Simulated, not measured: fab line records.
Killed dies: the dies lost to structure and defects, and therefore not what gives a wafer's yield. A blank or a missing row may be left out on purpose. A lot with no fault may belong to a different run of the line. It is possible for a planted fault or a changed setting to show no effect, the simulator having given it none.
8D (eight disciplines) problem report, filled in by code | flow berkeley-cmos170 | the parts of the form that need people (team, actions taken, sign-off) are left out

## 1. THE ISSUE
Mean of developer-temp-C at UCB170_PVT_DEVELOP_05: 18.85 C across 6 wafers in 2 lots; on wafers with no fault it is 20.99 C (standard deviation 0.11). Relative to the usual mean, that is a shift of -19 standard deviations.
The step: develop time 45 s.
The first sign was on wafer L643.1 at day 11 00:00, on litho-track-04. Wafers with a number at this step in the record: 42, from 14 lots. By rule, "out" or "out of limits" means more than 4 standard deviations away from the usual mean. Any other wafer with a number is counted as sound.

## 2. WHAT IT IS; WHAT IT IS NOT
question                    | is                     | is not
which readings at this step | developer-temp-C       | -
which lots                  | L642, L643             | L620, L622, L623, L624, L625, L627, L629, L630, L631, L632, L637, L641
which wafers of those lots  | all that have a number | -
read on which tools         | litho-track-04         | litho-track-01, litho-track-02
when                        | from day 11 00:00      | up to then (36 sound wafers)

## 3. THE SUSPECTS, EACH WITH WHAT RULES IT OUT
Counting: a tool at a process step up to the reading stays a suspect if it ran every lot that is out and no sound lot after the first of them.
- litho-track-04 at UCB170_PVT_DEVELOP_05 (develop time 45 s): kept. All lots that are out passed through it, beginning with L643 at day 11 00:00, and no sound lot followed; its final sound lot before that point was L631 at day 8 03:00. Its own readings are out on those wafers: developer-temp-C.
The count leaves litho-track-04 at UCB170_PVT_DEVELOP_05.

## 4. THE CAUSE (what the simulator had put in)
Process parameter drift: litho-track-04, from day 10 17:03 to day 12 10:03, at UCB170_PVT_DEVELOP_05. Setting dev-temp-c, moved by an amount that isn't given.
After counting, this tool was the only one left.

## 5. THE EFFECT CHAIN, in route order
One row per reading whose mean, taken over the struck wafers that have a number, lies over 3 standard deviations from the usual. Only readings for which the record gives a usual standard deviation are gone through. hours: the time from each lot's start at the first step in this table that gives one to its start at this step, as a median over the lots. sigmas: the change in usual standard deviations.
hours | step                  | reading          | usual   | on struck wafers | change | sigmas
0     | UCB170_PVT_DEVELOP_05 | developer-temp-C | 20.99 C | 18.85            | -2.14  | -19
Its process steps:
- UCB170_PVT_DEVELOP_05: develop time 45 s.

## 6. HOW IT WOULD HAVE BEEN CAUGHT EARLIER
The fault began at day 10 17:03; the first out-of-limits reading in this record came at day 11 00:00, 7 hours later.
